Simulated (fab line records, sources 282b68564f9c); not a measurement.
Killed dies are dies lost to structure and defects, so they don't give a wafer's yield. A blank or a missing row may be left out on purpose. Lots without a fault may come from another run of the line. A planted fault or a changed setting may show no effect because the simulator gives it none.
A struck lot beside a sound one | flow rit_cmos | 30 steps out of a route of 202
Sound: wafers L585.2, L585.5, L585.6. Struck: wafers L602.1, L602.3, L602.4. The cause comes at the end.
At each step with rows: each side's tool, then ch and its chambers, then its first start. Under that, the readings that differ: sound wafers | struck wafers | difference of the means | sigmas: that difference in standard deviations of wafers without a fault.
alike: readings whose means differ by less than 2 such deviations, and words and numbers that are the same on both sides. not compared: withheld readings, readings that some wafer has no value for, bounds like >300 that may hide the same value, and numbers for which the record gives no deviation and whose values overlap.
The two part at a step that has a row with sigmas, a row that says differs or no value, or rows on one side only. Numbers that don't overlap but have no deviation are shown without sigmas and don't part them. A reading that every wafer of one side lacks parts them only if that side has two wafers or more.

RIT_FOX2_THK_MEAS_01:
  sound on film_metro-03, day 2 04:23; struck on film_metro-04, day 5 18:44
  reading             | sound       | struck      | difference | sigmas
  FOX2_OXIDE_THK (nm) | 356 359 356 | 344 341 344 | -14        | -2
then, 2 steps without rows for these wafers: RIT_FOX2_CLEAN_02 (cleans in dHF, time 180 s); RIT_FOX2_WET_ETCH_03 (etches Si3N4 in H3PO4, target depth 195 nm, time 2700 s).
RIT_FOX2_THK_MEAS_90:
  sound on film_metro-04, day 2 05:15; struck on film_metro-03, day 5 19:37
  reading                     | sound       | struck      | difference | sigmas
  FIELD_OXIDE_LEFT_1_THK (nm) | 328 332 328 | 317 314 317 | -13        | -2
then, 6 steps without rows for these wafers: RIT_NWELL_HMDS_00 (prime time 60 s); RIT_NWELL_COAT_01 (resist thk 1300 nm); RIT_NWELL_SOFTBAKE_02 (time 60 s); RIT_NWELL_EXPOSE_03 (exposes mask M2, target cd 43900 nm); RIT_NWELL_PEB_04; RIT_NWELL_DEVELOP_05 (develop time 68 s).
RIT_NWELL_OVL_MEAS_06:
  sound on overlay-01, day 2 06:19; struck on overlay-02, day 5 20:41
  alike: NWELL_OVL
then, 1 step without rows for these wafers: RIT_NWELL_HARDBAKE_07 (time 120 s).
RIT_NWELL_IMPLANT_08:
  sound on implanter-03 ch 0, day 2 06:37; struck on implanter-03 ch 0, day 5 20:58
  reading            | sound                         | struck                      | difference | sigmas
  dose_ions_cm2      | 4.999e+13 4.998e+13 4.994e+13 | 5.5e+13 5.506e+13 5.505e+13 | +5.1e+12   | +90
  faraday_current_uA | 160 164 160                   | 176 172 173                 | +12        | +4
RIT_NWELL_STRIP_09: strips in O2, time 180 s.
  sound on plasma_asher-03 ch 0,1, day 2 06:44; struck on plasma_asher-03 ch 0,1, day 5 21:07
  alike: chamber_pressure_mTorr, drypump_motor_current_A
  not compared: rf_hours_counter_h
RIT_NWELL_TW_MEAS_10:
  sound on film_metro-02, day 2 06:56; struck on film_metro-01, day 5 21:17
  alike: NWELL_TW
then, 6 steps without rows for these wafers: RIT_PWELL_HMDS_00 (prime time 60 s); RIT_PWELL_COAT_01 (resist thk 1300 nm); RIT_PWELL_SOFTBAKE_02 (time 60 s); RIT_PWELL_EXPOSE_03 (exposes mask M3, target cd 43700 nm); RIT_PWELL_PEB_04; RIT_PWELL_DEVELOP_05 (develop time 68 s).
RIT_PWELL_OVL_MEAS_06:
  sound on overlay-01, day 2 08:07; struck on overlay-02, day 5 22:14
  alike: PWELL_OVL
then, 2 steps without rows for these wafers: RIT_PWELL_HARDBAKE_07 (time 120 s); RIT_PWELL_IMPLANT_08.
RIT_PWELL_STRIP_09: strips in O2, time 180 s.
  sound on plasma_asher-02 ch 0,1, day 2 08:33; struck on plasma_asher-01 ch 0,1, day 5 22:40
  alike: chamber_pressure_mTorr, drypump_motor_current_A
  not compared: rf_hours_counter_h
RIT_PWELL_TW_MEAS_10:
  sound on film_metro-04, day 2 08:44; struck on film_metro-01, day 5 22:50
  reading  | sound       | struck      | difference | sigmas
  PWELL_TW | 968 964 969 | 944 949 952 | -19        | -2
then, 1 step without rows for these wafers: RIT_WELLDRIVE_ANNEAL_00 (time 14700 s).
RIT_WELLDRIVE_RS_MEAS_01: measures by four-point-probe.
  sound on film_metro-01, day 2 15:02; struck on film_metro-04, day 6 03:59
  reading           | sound             | struck            | difference | sigmas
  NWELL_RS (ohm/sq) | 275.4 276.3 276.1 | 260.7 260.6 259.6 | -15.6      | -18
RIT_WELLDRIVE_RS_MEAS_02: measures by four-point-probe.
  sound on film_metro-01, day 2 15:10; struck on film_metro-04, day 6 04:07
  alike: PWELL_RS
RIT_M1_PROBE_99:
  the record has rows for the struck wafers here (prober-01, day 7 19:44) and none for the sound ones

WHERE THEY PART
First at RIT_FOX2_THK_MEAS_01; last, within this record, at RIT_M1_PROBE_99.

WHY: what the simulator had put in
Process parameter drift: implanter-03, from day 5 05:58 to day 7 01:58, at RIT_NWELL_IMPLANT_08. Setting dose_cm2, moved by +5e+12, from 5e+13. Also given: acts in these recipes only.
